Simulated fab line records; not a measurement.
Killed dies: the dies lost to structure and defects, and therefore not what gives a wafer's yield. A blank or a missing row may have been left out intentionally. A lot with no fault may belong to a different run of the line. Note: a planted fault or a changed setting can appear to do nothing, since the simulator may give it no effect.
A lot that was struck, set against a sound lot | flow rit_cmos | 43 steps out of a route of 202
Sound: wafers L982.2, L982.4, L982.5. Wafers L994.1, L994.2, L994.6 were the ones struck. At the end, the cause is stated.
Each step with rows lists, per side, the tool, then ch with its chambers, then its first start. Under that, the readings that differ: sound wafers | struck wafers | difference of the means | sigmas: that difference in standard deviations of wafers without a fault.
alike: readings with means less than 2 such deviations apart, plus words and numbers identical on both sides. not compared: withheld readings, readings lacking a value on some wafer, bounds such as >300 that could conceal the same value, and numbers that have no deviation in the record and whose values overlap.
A row with sigmas, a row that says differs or no value, or rows on one side alone: a step with any of these is where the two part. Non-overlapping numbers with no deviation appear without sigmas and do not part them. Lack of a reading on every wafer of one side parts them only where that side has two or more wafers.

RIT_SDANNEAL_RTA_03: time 5 s.
  sound on rtp_anneal-02 ch 0, day 4 08:29; struck on rtp_anneal-02 ch 0, day 7 07:58
  alike: wafer_temp_C_max
RIT_SDANNEAL_RS_MEAS_04: measures by four-point-probe.
  sound on film_metro-04 at day 4 08:33; struck on film_metro-02 at day 7 08:01
  alike: PSD_RS
RIT_SDANNEAL_RS_MEAS_05: measures by four-point-probe.
  sound on film_metro-04 at day 4 08:40; struck on film_metro-02 at day 7 08:08
  alike: NSD_RS
RIT_SDANNEAL_RS_MEAS_06: measures by four-point-probe.
  sound on film_metro-04 at day 4 08:47; struck on film_metro-02 at day 7 08:16
  alike: PLDD_RS
RIT_SDANNEAL_RS_MEAS_07: measures by four-point-probe.
  sound on film_metro-04 at day 4 08:55; struck on film_metro-02 at day 7 08:23
  alike: NLDD_RS
then, 1 step without rows for these wafers: RIT_SILICIDE_WET_ETCH_00 (etches SiO2 in BOE, target depth 14 nm, time 15 s).
RIT_SILICIDE_SPUTTER_01: material Ti, target thk 30 nm, time 240 s.
  sound on pvd_sputter-03 at day 4 09:01; struck on pvd_sputter-01 at day 7 08:31
  reading                | sound          | struck         | difference | sigmas
  throttle_valve_pct (%) | 29.0 30.7 29.0 | 31.2 32.1 32.2 | +2.3       | +2
RIT_SILICIDE_RS_MEAS_02: measures by four-point-probe.
  sound on film_metro-04 at day 4 09:11; struck on film_metro-04 at day 7 08:40
  alike: SILICIDE_TI_RS
RIT_SILICIDE_THK_MEAS_03: measures by xrf.
  sound on film_metro-04 at day 4 09:18; struck on film_metro-04 at day 7 08:47
  alike: SILICIDE_TI_THK
RIT_SILICIDE_RTA_04: time 10 s, ramp up 5 s, ramp down 5 s.
  sound on rtp_anneal-01 ch 0, day 4 09:22; struck on rtp_anneal-01 ch 0, day 7 08:51
  alike: wafer_temp_C_max
then, 1 step without rows for these wafers: RIT_SILICIDE_WET_ETCH_05 (etches Ti in SPM, time 120 s).
RIT_SILICIDE_RTA_06: time 10 s, ramp up 5 s, ramp down 10 s.
  sound on rtp_anneal-02 ch 0, day 4 09:28; struck on rtp_anneal-02 ch 0, day 7 08:58
  alike: wafer_temp_C_max
RIT_CONTACT_CVD_00: deposits SiO2 from TEOS, target thk 400 nm, time 61 s.
  sound on pecvd-01 ch 0,1,2, day 4 09:31; struck on pecvd-01 ch 0,2, day 7 09:01
  alike: heater_power_w
  not compared: model.SiO2_of_CONTACT_CVD_00.thk_nm
RIT_CONTACT_THK_MEAS_01:
  sound on film_metro-03 at day 4 09:35; struck on film_metro-01 at day 7 09:04
  alike: CONTACT_TEOS_THK
then, 6 steps without rows for these wafers: RIT_CONTACT_HMDS_02 (prime time 60 s); RIT_CONTACT_COAT_03 (resist thk 1000 nm); RIT_CONTACT_SOFTBAKE_04 (time 60 s); RIT_CONTACT_EXPOSE_05 (exposes mask M11, target cd 1000 nm); RIT_CONTACT_PEB_06; RIT_CONTACT_DEVELOP_07 (develop time 120 s).
RIT_CONTACT_CD_MEAS_08 targets a cd of 1000 nm.
  sound on cd_sem-01 at day 4 10:45; struck on cd_sem-02 at day 7 10:17
  alike: cd_nm
RIT_CONTACT_OVL_MEAS_09:
  sound on overlay-02 at day 4 10:51; struck on overlay-01 at day 7 10:24
  alike: CONTACT_OVL
then, 1 step without rows for these wafers: RIT_CONTACT_HARDBAKE_10 (time 60 s).
RIT_CONTACT_ETCH_11: etches SiO2 in CHF3/CF4/Ar, stops on TiSi2, target depth 480 nm, time 320 s.
  sound on rie_diel-03 ch 2,3, day 4 11:02; struck on rie_diel-03 ch 2,3, day 7 10:35
  alike: drypump_motor_current_A, oes_product_au, throttle_valve_pct
  not compared: rf_hours_counter_h, model.etch.depth_nm, model.CONTACT.feature_depth_nm
then, 1 step without rows for these wafers: RIT_CONTACT_STRIP_12 (strips in O2, time 180 s).
RIT_CONTACT_CD_MEAS_90 targets a cd of 1000 nm.
  sound on cd_sem-01 at day 4 11:25; struck on cd_sem-02 at day 7 10:58
  alike: cd_nm
then, 2 steps without rows for these wafers: RIT_CONTACT_CLEAN_13 (cleans in SC1, time 600 s); RIT_CONTACT_CLEAN_14 (cleans in SC2, time 600 s).
RIT_M1_SPUTTER_00: material Al, target thk 400 nm, time 500 s.
  sound on pvd_sputter-04 at day 4 11:52; struck on pvd_sputter-04 at day 7 11:26
  alike: throttle_valve_pct
RIT_M1_RS_MEAS_01: measures by four-point-probe.
  sound on film_metro-03 at day 4 12:11; struck on film_metro-03 at day 7 11:43
  alike: M1_AL_RS
RIT_M1_THK_MEAS_02: measures by xrf.
  sound on film_metro-03 at day 4 12:18; struck on film_metro-03 at day 7 11:50
  alike: M1_AL_THK
then, 6 steps without rows for these wafers: RIT_M1_HMDS_03 (prime time 60 s); RIT_M1_COAT_04 (resist thk 1300 nm); RIT_M1_SOFTBAKE_05 (time 60 s); RIT_M1_EXPOSE_06 (exposes mask M12, target cd 2600 nm); RIT_M1_PEB_07; RIT_M1_DEVELOP_08 (develop time 68 s).
RIT_M1_CD_MEAS_09 targets a cd of 2600 nm.
  sound on cd_sem-01 at day 4 13:16; struck on cd_sem-02 at day 7 12:58
  alike: cd_nm
RIT_M1_OVL_MEAS_10:
  sound on overlay-02 at day 4 13:23; struck on overlay-01 at day 7 13:05
  alike: M1_OVL
then, 1 step without rows for these wafers: RIT_M1_HARDBAKE_11 (time 120 s).
RIT_M1_METAL_ETCH_12: etches Al in Cl2/BCl3, stops on SiO2, time 165 s, target depth 600 nm.
  sound on rie_metal-01 ch 0,1, day 4 13:46; struck on rie_metal-01 ch 0, day 7 13:22
  alike: drypump_motor_current_A, oes_product_au, throttle_valve_pct
  not compared: rf_hours_counter_h, model.SiO2_of_CONTACT_CVD_00.thk_nm
then, 1 step without rows for these wafers: RIT_M1_STRIP_13 (strips in nmp, time 600 s).
RIT_M1_PROBE_99:
  the record has rows for the struck wafers here (prober-01, day 7 15:47) and none for the sound ones

## WHERE THEY PART
Last at RIT_M1_PROBE_99 as far as this record goes, first at RIT_SILICIDE_SPUTTER_01.

WHY: what had been put in by the simulator
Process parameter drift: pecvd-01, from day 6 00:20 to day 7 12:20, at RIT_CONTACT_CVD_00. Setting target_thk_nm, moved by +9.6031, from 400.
